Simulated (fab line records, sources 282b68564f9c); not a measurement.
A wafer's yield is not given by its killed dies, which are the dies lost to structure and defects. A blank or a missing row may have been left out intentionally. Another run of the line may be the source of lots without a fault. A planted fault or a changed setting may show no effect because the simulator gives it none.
fab line records	flow rit_cmos
[record] lots = 7	wafers = 21	last_day = 7
route steps=202 shown GATE@89 REOX@98 NLDD@103 PLDD@114 SPACER@125 M1@202
lots that met no fault: from a run of the same line without faults
start_h: start of the lot's first displayed wafer, in hours after the record's first day	wait_h: hours since the lot's step before	" unchanged from the row above	L1.1+2: one row covering several wafers at once	- no value present, or no start provided	* or withheld: withheld	< > ~ a bound
route shown NAME@n: a module of which the file shows steps, and the number in the route of the first	usual: the fault-free wafers' mean and standard deviation	same: alike in all rows	chamber/n: place in a boat	sites: each site's reading	_std_site: the values' standard deviation	_edge_site: inner sites' mean taken away from outer sites' mean	radius_mm: for every site, how far away it sits from the centre of the wafer	mask NAME#n: copy n	behind: the last tool/chamber to shape the wafer	hold: what put the lot on hold/how long, in hours/how the hold closed	device: transistor that didn't switch, given as n, p or np	end of line: tests run on the same wafers once the route is complete	step lacking rows: just its recipe	killed: not the wafer's yield, but the dies lost to structure and defects at the first sort	map: per-die view of a wafer (x killed, . not killed, _ where there is no die)
set.NAME: the setting the step ran with; set.NAME@STEP: the setting that earlier step ran with	model.NAME: the simulator's own value behind a step, which no gauge read
lots seen at some steps along the route; tables by step, rows by wafer
services: the hour from which a tool's chamber was out of use, counted from the record's first day as start_h (under 0 if before that day), plus the number of hours and why
[[steps]]
[step RIT_GATE_EXPOSE_13]
[recipe] mask_id = M6	na = 0.6	source_shape = conventional	sigma_outer = 0.6	target_cd_nm = 150	dose_mj = 380
[step RIT_GATE_PEB_14]
[recipe] resist = NOVOLAK	temp_c = withheld	time_s = withheld
[step RIT_GATE_DEVELOP_15]
[recipe] resist = NOVOLAK	develop_time_s = 50	dev_temp_c = 23
[step RIT_GATE_CD_MEAS_16]
[recipe] target_cd_nm = 150
[usual] cd_nm = 150.6/2.6
lot.wafer	tool	chamber	start_h	wait_h	cd_nm
L104.2	cd_sem-02	-	57.73	-	150.4
L104.5	"	-	"	"	149.2
L104.6	"	-	"	"	149.6
L108.1	cd_sem-01	-	77.51	-	148.8
L108.3	"	-	"	"	150.7
L108.4	"	-	"	"	148.1
L110.2	cd_sem-01	-	87.69	-	152.1
L110.4	"	-	"	"	154.0
L110.6	"	-	"	"	149.0
L113.1	cd_sem-01	-	102.20	-	151.7
L113.4	"	-	"	"	150.0
L113.6	"	-	"	"	151.7
L114.1	cd_sem-02	-	106.05	-	146.9
L114.4	"	-	"	"	148.2
L114.6	"	-	"	"	148.5
L118.1	cd_sem-02	-	126.09	-	153.9
L118.5	"	-	"	"	153.9
L118.6	"	-	"	"	154.9
L123.3	cd_sem-02	-	151.22	-	154.9
L123.5	"	-	"	"	152.6
L123.6	"	-	"	"	152.7
[step RIT_GATE_OVL_MEAS_17]
[usual] GATE_OVL = -1.9/1.5
lot.wafer	tool	chamber	start_h	wait_h	GATE_OVL[nm]
L104.2	overlay-02	-	57.84	0.1	-3.6
L104.5	"	-	"	"	-3.5
L104.6	"	-	"	"	-3.4
L108.1	overlay-01	-	77.63	0.1	-2.5
L108.3	"	-	"	"	-3.5
L108.4	"	-	"	"	-1.2
L110.2	overlay-01	-	87.80	0.1	0.0
L110.4	"	-	"	"	-0.8
L110.6	"	-	"	"	0.1
L113.1	overlay-02	-	102.32	0.1	-3.6
L113.4	"	-	"	"	-1.9
L113.6	"	-	"	"	-1.2
L114.1	overlay-02	-	106.17	0.1	-1.5
L114.4	"	-	"	"	-3.5
L114.6	"	-	"	"	-3.0
L118.1	overlay-01	-	126.21	0.1	-1.6
L118.5	"	-	"	"	-2.7
L118.6	"	-	"	"	-0.5
L123.3	overlay-02	-	151.31	0.1	-2.1
L123.5	"	-	"	"	-4.4
L123.6	"	-	"	"	-3.2
[step RIT_GATE_HARDBAKE_18]
[recipe] resist = NOVOLAK	temp_c = 140	time_s = 60
[step RIT_GATE_ETCH_19]
[recipe] chemistry = SF6/CHF3/O2	time_s = 165	SF6_flow_sccm = 30	CHF3_flow_sccm = 30	O2_flow_sccm = 5	target = poly-Si	pressure_mtorr = 40	rf_w = 160	target_depth_a = 3125	over_etch_frac = 0.25	stop_on = SiO2
[usual] drypump_motor_current_A = 5.6/0.55	oes_product_au = 0.852/0.0098	throttle_valve_pct = 10.22/0.16
lot.wafer	tool	chamber	start_h	wait_h	drypump_motor_current_A	oes_product_au	rf_hours_counter_h	throttle_valve_pct
L104.2	rie_si-01	2	58.02	0.1	5.5	0.855	158	10.08
L104.5	"	0	"	"	6.0	0.867	-	10.34
L104.6	"	1	"	"	5.9	0.853	-	10.58
L108.1	rie_si-01	0	77.82	0.1	6.0	0.860	53	10.33
L108.3	"	1	"	"	5.8	0.855	111	10.60
L108.4	"	1	"	"	5.8	0.847	-	10.59
L110.2	rie_si-01	3	87.98	0.1	6.3	0.853	5	10.03
L110.4	"	0	"	"	6.0	0.865	-	10.34
L110.6	"	1	"	"	5.8	0.849	-	10.59
L113.1	rie_si-02	2	102.50	0.1	4.9	0.858	90	10.18
L113.4	"	0	"	"	6.0	0.862	-	10.14
L113.6	"	1	"	"	4.8	0.850	-	10.26
L114.1	rie_si-01	0	106.69	0.1	6.0	0.860	53	10.33
L114.4	"	1	"	"	5.8	0.849	111	10.56
L114.6	"	0	"	"	6.0	0.860	-	10.34
L118.1	rie_si-01	3	126.40	0.1	6.4	0.856	6	10.03
L118.5	"	3	"	"	6.3	0.850	-	10.05
L118.6	"	2	"	"	5.5	0.845	-	10.08
L123.3	rie_si-02	0	151.49	0.1	6.0	0.853	108	10.14
L123.5	"	2	"	"	4.9	0.846	-	10.18
L123.6	"	1	"	"	4.8	0.841	-	10.26
[step RIT_GATE_STRIP_20]
[recipe] chemistry = O2	time_s = 180	resist = NOVOLAK	platen_temp_c = withheld	power_w = 500	pressure_mtorr = 4000	o2_flow_sccm = 4000
[usual] drypump_motor_current_A = 5.6/0.39	o2_flow_sccm = 4001/12
lot.wafer	tool	chamber	start_h	wait_h	drypump_motor_current_A	o2_flow_sccm	rf_hours_counter_h
L104.2	plasma_asher-02	0	58.13	0.1	6.1	3997	40
L104.5	"	0	"	"	6.1	3990	-
L104.6	"	1	"	"	5.5	4010	-
L108.1	plasma_asher-02	0	77.92	0.1	6.1	4004	42
L108.3	"	0	"	"	6.1	3996	-
L108.4	"	1	"	"	5.5	3996	-
L110.2	plasma_asher-03	1	88.09	0.1	5.1	3992	46
L110.4	"	0	"	"	5.4	4016	-
L110.6	"	0	"	"	5.4	3977	-
L113.1	plasma_asher-01	1	102.61	0.1	6.2	3996	47
L113.4	"	1	"	"	6.2	3990	-
L113.6	"	1	"	"	6.2	3978	-
L114.1	plasma_asher-01	0	106.80	0.1	5.5	4025	47
L114.4	"	0	"	"	5.5	3987	-
L114.6	"	0	"	"	5.5	4002	-
L118.1	plasma_asher-03	0	126.50	0.1	5.4	4010	51
L118.5	"	1	"	"	5.1	3997	-
L118.6	"	0	"	"	5.4	3997	-
L123.3	plasma_asher-03	1	151.65	0.1	5.0	4005	-
L123.5	"	1	"	"	5.1	4008	-
L123.6	"	0	"	"	5.4	3999	-
[step RIT_GATE_CD_MEAS_90]
[recipe] target_cd_nm = 150
[usual] cd_nm = 150.6/2.6
lot.wafer	tool	chamber	start_h	wait_h	cd_nm
L104.2	cd_sem-01	-	58.32	0.1	150.7
L104.5	"	-	"	"	149.0
L104.6	"	-	"	"	149.7
L108.1	cd_sem-01	-	78.10	0.1	148.8
L108.3	"	-	"	"	150.1
L108.4	"	-	"	"	148.3
L110.2	cd_sem-02	-	88.28	0.1	151.5
L110.4	"	-	"	"	153.3
L110.6	"	-	"	"	148.9
L113.1	cd_sem-02	-	102.79	0.1	151.6
L113.4	"	-	"	"	150.4
L113.6	"	-	"	"	151.5
L114.1	cd_sem-01	-	106.97	0.1	146.8
L114.4	"	-	"	"	148.2
L114.6	"	-	"	"	148.6
L118.1	cd_sem-01	-	126.68	0.1	154.1
L118.5	"	-	"	"	153.8
L118.6	"	-	"	"	154.2
L123.3	cd_sem-01	-	151.81	0.1	155.1
L123.5	"	-	"	"	152.2
L123.6	"	-	"	"	152.5
[step RIT_REOX_CLEAN_00]
[recipe] chemistry = SC1	mix = 3:3:50	time_s = 600	temp_c = 75
[step RIT_REOX_CLEAN_01]
[recipe] chemistry = dHF	dilution = 50:1	time_s = 30
[step RIT_REOX_CLEAN_02]
[recipe] chemistry = SC2	mix = 3:3:50	time_s = 600	temp_c = 75	dry = n2_spin
[step RIT_REOX_OXIDATION_03]
[recipe] temp_c = 900	ambient = O2	target_thk_a = 252	ox_time_s = 5580
[usual] ox_temp_c = 900.1/0.4	tube_center_temp_C = 900/0.086	zone_power_load_pct = 25.0/2
lot.wafer	tool	chamber	start_h	wait_h	ox_temp_c	tube_center_temp_C	zone_power_load_pct
L104.2	furnace-03	0	58.82	0.0	899.2	900.05	26.1
L104.5	"	0	"	"	899.7	900.08	26.2
L104.6	"	0	"	"	899.4	900.03	26.2
L108.1	furnace-03	0	78.60	0.0	899.9	900.01	26.1
L108.3	"	0	"	"	899.6	900.1	26.5
L108.4	"	0	"	"	900.3	899.89	26.0
L110.2	furnace-04	0	89.14	0.4	900.1	899.87	22.6
L110.4	"	0	"	"	899.5	900.03	22.6
L110.6	"	0	"	"	900.7	899.92	22.8
L110.2	furnace-04	0	91.85	0.2	899.8	899.87	22.2
L110.4	"	0	"	"	899.5	900.02	22.2
L110.6	"	0	"	"	900.4	899.99	22.4
L113.1	furnace-04	0	103.62	0.0	900.3	899.97	22.2
L113.4	"	0	"	"	900.0	900.02	22.2
L113.6	"	0	"	"	900.0	900.05	22.6
L113.1	furnace-04	0	106.34	0.2	901.1	900.08	22.2
L113.4	"	0	"	"	900.6	899.93	22.1
L113.6	"	0	"	"	900.6	899.91	22.0
L114.1	furnace-03	0	108.33	0.9	900.5	900.03	26.5
L114.4	"	0	"	"	900.0	900.01	25.8
L114.6	"	0	"	"	899.9	900.08	26.5
L114.1	furnace-01	0	111.95	1.1	900.6	900.14	27.2
L114.4	"	0	"	"	900.2	900.02	26.7
L114.6	"	0	"	"	899.8	900	27.0
L118.1	furnace-04	0	127.48	0.3	899.8	900.1	22.3
L118.5	"	0	"	"	899.9	900.13	22.6
L118.6	"	0	"	"	900.2	900.01	22.5
L123.3	furnace-01	0	152.82	0.6	899.6	900.14	26.9
L123.5	"	0	"	"	899.7	899.83	27.2
L123.6	"	0	"	"	900.3	899.89	27.2
[step RIT_REOX_THK_MEAS_04]
[recipe] reads = SiO2_of_REOX_OXIDATION_03
[usual] REOX_OXIDE_THK = 25.0/0.51
lot.wafer	tool	chamber	start_h	wait_h	REOX_OXIDE_THK[nm]
L104.2	film_metro-04	-	61.38	0.0	24.6
L104.5	"	-	"	"	25.2
L104.6	"	-	"	"	24.9
L108.1	film_metro-03	-	81.15	0.0	25.4
L108.3	"	-	"	"	25.0
L108.4	"	-	"	"	25.7
L110.2	film_metro-04	-	94.53	0.1	39.1
L110.4	"	-	"	"	39.4
L110.6	"	-	"	"	40.1
L113.1	film_metro-03	-	108.89	0.0	40.6
L113.4	"	-	"	"	40.8
L113.6	"	-	"	"	40.1
L114.1	film_metro-02	-	114.50	0.0	41.8
L114.4	"	-	"	"	40.7
L114.6	"	-	"	"	41.0
L118.1	film_metro-02	-	130.03	0.0	24.0
L118.5	"	-	"	"	23.7
L118.6	"	-	"	"	23.5
L123.3	film_metro-03	-	155.39	0.0	24.9
L123.5	"	-	"	"	25.0
L123.6	"	-	"	"	24.7
[step RIT_NLDD_HMDS_00]
[recipe] prime_time_s = 60	prime_temp_c = 140
[step RIT_NLDD_COAT_01]
[recipe] resist = NOVOLAK	spin_rpm = 3250	resist_thk_nm = 1000
[step RIT_NLDD_SOFTBAKE_02]
[recipe] resist = NOVOLAK	temp_c = 90	time_s = 60
[step RIT_NLDD_EXPOSE_03]
[recipe] mask_id = M7	na = 0.57	target_cd_nm = 40700	dose_mj = 250
[step RIT_NLDD_PEB_04]
[recipe] resist = NOVOLAK	temp_c = withheld	time_s = withheld
[step RIT_NLDD_DEVELOP_05]
[recipe] resist = NOVOLAK	develop_time_s = 50	dev_temp_c = 23
[step RIT_NLDD_OVL_MEAS_06]
[usual] NLDD_OVL = 0.2/1.5
lot.wafer	tool	chamber	start_h	wait_h	NLDD_OVL[nm]
L104.2	overlay-01	-	62.41	-	0.9
L104.5	"	-	"	"	0.6
L104.6	"	-	"	"	0.5
L108.1	overlay-02	-	82.26	-	-0.1
L108.3	"	-	"	"	0.7
L108.4	"	-	"	"	0.5
L110.2	overlay-01	-	95.67	-	0.9
L110.4	"	-	"	"	0.5
L110.6	"	-	"	"	0.1
L113.1	overlay-02	-	110.18	-	1.2
L113.4	"	-	"	"	0.7
L113.6	"	-	"	"	0.6
L114.1	overlay-02	-	115.71	-	1.3
L114.4	"	-	"	"	-0.2
L114.6	"	-	"	"	-2.1
L118.1	overlay-01	-	130.94	-	0.7
L118.5	"	-	"	"	0.1
L118.6	"	-	"	"	0.9
L123.3	overlay-01	-	156.54	-	3.5
L123.5	"	-	"	"	1.5
L123.6	"	-	"	"	1.8
[step RIT_NLDD_HARDBAKE_07]
[recipe] resist = NOVOLAK	temp_c = 140	time_s = 60
[step RIT_NLDD_IMPLANT_08]
[recipe] species = P	energy_kev = 20	dose_cm2 = 5e+14	tilt_deg = 7
[step RIT_NLDD_STRIP_09]
[recipe] chemistry = O2	time_s = 180	resist = NOVOLAK	platen_temp_c = withheld	power_w = 500	pressure_mtorr = 4000	o2_flow_sccm = 4000
[usual] drypump_motor_current_A = 5.5/0.35	o2_flow_sccm = 4001/11
lot.wafer	tool	chamber	start_h	wait_h	drypump_motor_current_A	o2_flow_sccm	rf_hours_counter_h
L104.2	plasma_asher-01	0	62.74	0.1	5.5	4002	43
L104.5	"	1	"	"	6.2	4006	-
L104.6	"	0	"	"	5.5	4000	-
L108.1	plasma_asher-01	0	82.60	0.1	5.5	4002	45
L108.3	"	0	"	"	5.5	3999	-
L108.4	"	1	"	"	6.3	4015	-
L110.2	plasma_asher-04	0	96.07	0.1	5.5	3993	29
L110.4	"	1	"	"	5.2	3983	-
L110.6	"	1	"	"	5.2	3989	-
L114.1	plasma_asher-04	0	116.28	0.1	5.4	4007	32
L114.4	"	0	"	"	5.5	4003	-
L114.6	"	1	"	"	5.3	4016	-
L113.1	plasma_asher-01	0	117.75	7.1	5.6	4007	47
L113.4	"	1	"	"	6.2	3974	-
L113.6	"	0	"	"	5.5	3983	-
L118.1	plasma_asher-01	1	131.27	0.1	6.2	4007	1
L118.5	"	0	"	"	5.5	3995	-
L118.6	"	1	"	"	6.2	4002	-
L123.3	plasma_asher-04	0	156.92	0.1	5.5	3993	-
L123.5	"	0	"	"	5.5	4008	-
L123.6	"	1	"	"	5.2	4014	-
[step RIT_NLDD_TW_MEAS_10]
[usual] NLDD_TW = 2487/14
lot.wafer	tool	chamber	start_h	wait_h	NLDD_TW
L104.2	film_metro-04	-	62.93	0.1	2510
L104.5	"	-	"	"	2497
L104.6	"	-	"	"	2505
L108.1	film_metro-04	-	82.77	0.1	2479
L108.3	"	-	"	"	2499
L108.4	"	-	"	"	2498
L110.2	film_metro-04	-	96.25	0.1	2520
L110.4	"	-	"	"	2493
L110.6	"	-	"	"	2520
L114.1	film_metro-01	-	116.46	0.1	2504
L114.4	"	-	"	"	2495
L114.6	"	-	"	"	2498
L113.1	film_metro-04	-	118.00	0.2	2508
L113.4	"	-	"	"	2491
L113.6	"	-	"	"	2501
L118.1	film_metro-03	-	131.45	0.1	2468
L118.5	"	-	"	"	2466
L118.6	"	-	"	"	2473
L123.3	film_metro-03	-	157.06	0.1	2476
L123.5	"	-	"	"	2472
L123.6	"	-	"	"	2481
[step RIT_PLDD_HMDS_00]
[recipe] prime_time_s = 60	prime_temp_c = 140
[step RIT_PLDD_COAT_01]
[recipe] resist = NOVOLAK	spin_rpm = 3250	resist_thk_nm = 1000
[step RIT_PLDD_SOFTBAKE_02]
[recipe] resist = NOVOLAK	temp_c = 90	time_s = 60
[step RIT_PLDD_EXPOSE_03]
[recipe] mask_id = M8	na = 0.57	target_cd_nm = 40900	dose_mj = 250
[step RIT_PLDD_PEB_04]
[recipe] resist = NOVOLAK	temp_c = withheld	time_s = withheld
[step RIT_PLDD_DEVELOP_05]
[recipe] resist = NOVOLAK	develop_time_s = 50	dev_temp_c = 23
[step RIT_PLDD_OVL_MEAS_06]
[usual] PLDD_OVL = 0.0/1.3
lot.wafer	tool	chamber	start_h	wait_h	PLDD_OVL[nm]
L104.2	overlay-02	-	63.96	-	0.0
L104.5	"	-	"	"	0.9
L104.6	"	-	"	"	0.3
L108.1	overlay-02	-	83.68	-	2.0
L108.3	"	-	"	"	-0.2
L108.4	"	-	"	"	-2.7
L110.2	overlay-02	-	97.43	-	-2.8
L110.4	"	-	"	"	-1.3
L110.6	"	-	"	"	-1.0
L114.1	overlay-01	-	117.77	-	-0.1
L114.4	"	-	"	"	-0.1
L114.6	"	-	"	"	-0.1
L113.1	overlay-02	-	119.12	-	-1.7
L113.4	"	-	"	"	-1.3
L113.6	"	-	"	"	-1.6
L118.1	overlay-01	-	132.36	-	-0.2
L118.5	"	-	"	"	0.3
L118.6	"	-	"	"	0.3
L123.3	overlay-01	-	158.08	-	-0.1
L123.5	"	-	"	"	0.4
L123.6	"	-	"	"	0.6
[step RIT_PLDD_HARDBAKE_07]
[recipe] resist = NOVOLAK	temp_c = 140	time_s = 60
[step RIT_PLDD_IMPLANT_08]
[recipe] species = BF2	energy_kev = 20	dose_cm2 = 9e+14	tilt_deg = 7
[step RIT_PLDD_STRIP_09]
[recipe] chemistry = O2	time_s = 180	resist = NOVOLAK	platen_temp_c = withheld	power_w = 500	pressure_mtorr = 4000	o2_flow_sccm = 4000
[usual] drypump_motor_current_A = 5.4/0.3	o2_flow_sccm = 4000/13
lot.wafer	tool	chamber	start_h	wait_h	drypump_motor_current_A	o2_flow_sccm	rf_hours_counter_h
L104.2	plasma_asher-04	0	64.29	0.1	5.5	4004	26
L104.5	"	1	"	"	5.2	3982	-
L104.6	"	0	"	"	5.5	4002	-
L108.1	plasma_asher-02	1	84.02	0.1	5.5	4014	43
L108.3	"	0	"	"	6.1	3988	-
L108.4	"	1	"	"	5.5	3995	-
L110.2	plasma_asher-04	1	97.76	0.1	5.2	3996	30
L110.4	"	0	"	"	5.4	3969	-
L110.6	"	1	"	"	5.3	3998	-
L114.1	plasma_asher-03	1	118.28	0.3	5.1	4006	49
L114.4	"	1	"	"	5.1	4011	-
L114.6	"	1	"	"	5.1	3983	-
L113.1	plasma_asher-02	0	119.46	0.1	6.1	3983	45
L113.4	"	1	"	"	5.5	4007	-
L113.6	"	1	"	"	5.5	4010	-
L118.1	plasma_asher-03	0	132.69	0.1	5.4	4005	51
L118.5	"	1	"	"	5.1	4022	-
L118.6	"	0	"	"	5.4	4001	-
L123.3	plasma_asher-04	0	158.46	0.1	5.5	3996	-
L123.5	"	1	"	"	5.2	3997	-
L123.6	"	0	"	"	5.5	4000	-
[step RIT_PLDD_TW_MEAS_10]
[usual] PLDD_TW = 2343/18
lot.wafer	tool	chamber	start_h	wait_h	PLDD_TW
L104.2	film_metro-03	-	64.47	0.1	2336
L104.5	"	-	"	"	2320
L104.6	"	-	"	"	2330
L108.1	film_metro-03	-	84.19	0.1	2331
L108.3	"	-	"	"	2337
L108.4	"	-	"	"	2334
L110.2	film_metro-03	-	97.95	0.1	2316
L110.4	"	-	"	"	2335
L110.6	"	-	"	"	2329
L114.1	film_metro-01	-	118.46	0.1	2357
L114.4	"	-	"	"	2350
L114.6	"	-	"	"	2354
L113.1	film_metro-04	-	119.64	0.1	2344
L113.4	"	-	"	"	2367
L113.6	"	-	"	"	2358
L118.1	film_metro-01	-	132.87	0.1	2349
L118.5	"	-	"	"	2354
L118.6	"	-	"	"	2364
L123.3	film_metro-01	-	158.60	0.1	2358
L123.5	"	-	"	"	2348
L123.6	"	-	"	"	2351
[step RIT_SPACER_CLEAN_00]
[recipe] chemistry = SC1	mix = 3:3:50	time_s = 600	temp_c = 75
lot.wafer	tool	chamber	start_h	wait_h	model.SiO2_of_REOX_OXIDATION_03.thk_nm
L104.2	wet_bench-04	2	64.52	0.0	22.69
L104.5	"	2	"	"	23.29
L104.6	"	2	"	"	22.97
L108.1	wet_bench-02	2	84.25	0.1	23.43
L108.3	"	2	"	"	23.05
L108.4	"	2	"	"	23.73
L110.2	wet_bench-02	2	98.00	0.0	36.1
L110.4	"	2	"	"	36.3
L110.6	"	2	"	"	36.97
L114.1	wet_bench-04	3	118.52	0.1	38.58
L114.4	"	3	"	"	37.58
L114.6	"	3	"	"	37.93
L113.1	wet_bench-03	0	119.74	0.1	37.47
L113.4	"	0	"	"	37.61
L113.6	"	0	"	"	37.02
L118.1	wet_bench-04	0	132.93	0.1	22.24
L118.5	"	0	"	"	21.91
L118.6	"	0	"	"	21.82
L123.3	wet_bench-04	3	158.64	0.0	22.97
L123.5	"	3	"	"	23.13
L123.6	"	3	"	"	22.82
[step RIT_SPACER_CLEAN_01]
[recipe] chemistry = dHF	dilution = 50:1	time_s = 30
[step RIT_M1_PROBE_99]
[usual] killed_at_front_end = 7/3.1	killed_dies = 7/3.1	killed_open = 3.3/1.9	killed_short = 3.3/2
[same] gross_dies = 264	killed_at_M0_to_M3 = 0	killed_at_M4_up = 0	killed_at_back_side = 0	killed_at_contacts = 0	killed_at_other = 0
lot.wafer	tool	chamber	start_h	wait_h	killed_at_front_end	killed_dies	killed_open	killed_short
L104.2	prober-01	-	78.03	0.1	6	6	2	4
L104.5	prober-01	-	78.18	0.2	4	4	2	2
L104.6	prober-01	-	78.23	0.2	11	11	7	4
L108.1	prober-01	-	97.53	0.1	1	1	1	0
L108.3	prober-01	-	97.63	0.2	11	11	6	5
L108.4	prober-01	-	97.68	0.2	2	2	1	1
L110.2	prober-01	-	113.32	0.1	6	6	4	2
L110.4	prober-01	-	113.42	0.2	4	4	3	1
L110.6	prober-01	-	113.52	0.2	4	4	2	2
L114.1	prober-01	-	132.70	0.1	7	7	5	2
L114.4	prober-01	-	132.85	0.2	0	0	0	0
L114.6	prober-01	-	132.95	0.2	6	6	2	4
L113.1	prober-01	-	133.31	0.1	8	8	4	4
L113.4	prober-01	-	133.46	0.2	5	5	3	2
L113.6	prober-01	-	133.56	0.2	7	7	4	3
L118.1	prober-01	-	147.02	0.1	9	9	5	4
L118.5	prober-01	-	147.22	0.2	6	6	4	2
L118.6	prober-01	-	147.27	0.2	6	6	2	4
L123.3	prober-01	-	172.17	0.2	9	9	7	2
L123.5	prober-01	-	172.27	0.2	8	8	3	5
L123.6	prober-01	-	172.32	0.2	7	7	3	4
// killed by level:class
L104.2 GATE:geometric_particle:short=3 FOX1:geometric_particle:open=1 FOX2:geometric_particle:short=1 GATE:geometric_particle:open=1
L104.5 SPACER:geometric_particle:open=2 SPACER:geometric_particle:short=2
L104.6 FOX1:geometric_particle:open=4 GATE:geometric_particle:open=2 FOX1:geometric_particle:short=1 GATE:geometric_particle:short=1 REOX:geometric_particle:short=1 SPACER:geometric_particle:short=1 SPACER:geometric_particle:open=1
L108.1 FOX1:geometric_particle:open=1
L108.3 REOX:geometric_particle:open=3 SILICIDE:geometric_particle:short=3 GATE:geometric_particle:open=2 FOX2:geometric_particle:open=1 GATE:geometric_particle:short=1 REOX:geometric_particle:short=1
L108.4 GATE:geometric_particle:open=1 REOX:geometric_particle:short=1
L110.2 REOX:geometric_particle:open=3 GATE:geometric_particle:short=1 REOX:geometric_particle:short=1 SILICIDE:geometric_particle:open=1
L110.4 FOX1:geometric_particle:open=2 FOX1:geometric_particle:short=1 REOX:geometric_particle:open=1
L110.6 FOX1:geometric_particle:open=1 GATE:geometric_particle:open=1 GATE:geometric_particle:short=1 REOX:geometric_particle:short=1
L114.1 GATE:geometric_particle:open=2 SILICIDE:geometric_particle:open=2 FOX1:geometric_particle:short=1 REOX:geometric_particle:open=1 REOX:geometric_particle:short=1
L114.4
L114.6 FOX1:geometric_particle:short=2 FOX2:geometric_particle:open=1 GATE:geometric_particle:short=1 REOX:geometric_particle:open=1 SPACER:geometric_particle:short=1
L113.1 GATE:geometric_particle:short=2 REOX:geometric_particle:open=2 SILICIDE:geometric_particle:short=1 REOX:geometric_particle:short=1 SPACER:geometric_particle:open=1 SILICIDE:geometric_particle:open=1
L113.4 FOX1:geometric_particle:short=1 GATE:geometric_particle:open=1 REOX:geometric_particle:short=1 REOX:geometric_particle:open=1 SILICIDE:geometric_particle:open=1
L113.6 GATE:geometric_particle:short=3 FOX2:geometric_particle:open=2 GATE:geometric_particle:open=2
L118.1 REOX:geometric_particle:open=2 FOX1:geometric_particle:open=1 FOX1:geometric_particle:short=1 GATE:geometric_particle:short=1 GATE:geometric_particle:open=1 REOX:geometric_particle:short=1 SPACER:geometric_particle:short=1 SILICIDE:geometric_particle:open=1
L118.5 FOX1:geometric_particle:open=1 FOX2:geometric_particle:open=1 REOX:geometric_particle:short=1 REOX:geometric_particle:open=1 SPACER:geometric_particle:short=1 SILICIDE:geometric_particle:open=1
L118.6 GATE:geometric_particle:short=2 REOX:geometric_particle:short=1 REOX:geometric_particle:open=1 SPACER:geometric_particle:open=1 SILICIDE:geometric_particle:short=1
L123.3 SPACER:geometric_particle:open=3 SILICIDE:geometric_particle:open=2 GATE:geometric_particle:open=1 REOX:geometric_particle:open=1 SPACER:geometric_particle:short=1 SILICIDE:geometric_particle:short=1
L123.5 SPACER:geometric_particle:short=3 FOX2:geometric_particle:open=1 GATE:geometric_particle:open=1 GATE:geometric_particle:short=1 REOX:geometric_particle:short=1 SPACER:geometric_particle:open=1
L123.6 SILICIDE:geometric_particle:open=2 GATE:geometric_particle:short=1 REOX:geometric_particle:short=1 SPACER:geometric_particle:open=1 SPACER:geometric_particle:short=1 SILICIDE:geometric_particle:short=1
[[services]]
tool	chamber	start_h	hours	kind
rie_si-02	-	35.02	5.7	repair
plasma_asher-01	-	48.14	0.6	repair
furnace-03	-	67.77	4.2	pm
rie_si-01	0	69.67	1.0	repair
rie_si-01	2	72.97	-	clean
rie_si-01	2	72.97	15.1	scheduled_down
rie_si-01	2	72.97	15.1	vent_cycle
furnace-03	-	88.29	3.0	pm
rie_si-02	-	97.23	3.2	repair
furnace-04	-	98.13	3.6	pm
rie_si-02	3	100.44	-	clean
rie_si-02	3	100.44	14.8	scheduled_down
rie_si-02	3	100.44	14.8	vent_cycle
wet_bench-02	-	101.45	57.3	repair
plasma_asher-01	-	108.75	9.0	pm
plasma_asher-01	0	108.75	9.0	vent_cycle
plasma_asher-01	1	108.75	9.0	vent_cycle
plasma_asher-01	-	111.80	4.2	repair
rie_si-01	1	115.55	1.1	repair
plasma_asher-01	0	117.75	-	clean
plasma_asher-01	1	117.75	-	clean
furnace-01	-	132.26	3.1	pm
rie_si-02	2	136.99	3.4	repair
[[key]]
[first_sign] step = RIT_REOX_OXIDATION_03	reading = visit	direction = added
[effect] step = RIT_REOX_THK_MEAS_04	reading = REOX_OXIDE_THK	direction = up	sigmas = 30	usual = 25.0	struck = 40.4
[model_effect] step = RIT_SPACER_CLEAN_00	value = SiO2_of_REOX_OXIDATION_03.thk_nm	without = 23.28	struck = 37.28
met_at RIT_REOX_OXIDATION_03
struck_wafers L110.2,L110.4,L110.6,L113.1,L113.4,L113.6,L114.1,L114.4,L114.6
tester_left_out L110,L113,L114
[fault] kind = repeated_step_whole	tool = furnace-01,furnace-03,furnace-04	chamber = -	onset_h = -	steps = RIT_REOX_OXIDATION_03	times = 1	scope = struck_lots_only
// tester_left_out: of these lots the tester's yield and bins aren't shown, on N5 and GAA mostly nor the transistor test; their killed dies are dies lost to structure and defects alone, not to doping, threshold or leakage, so they don't give the yield
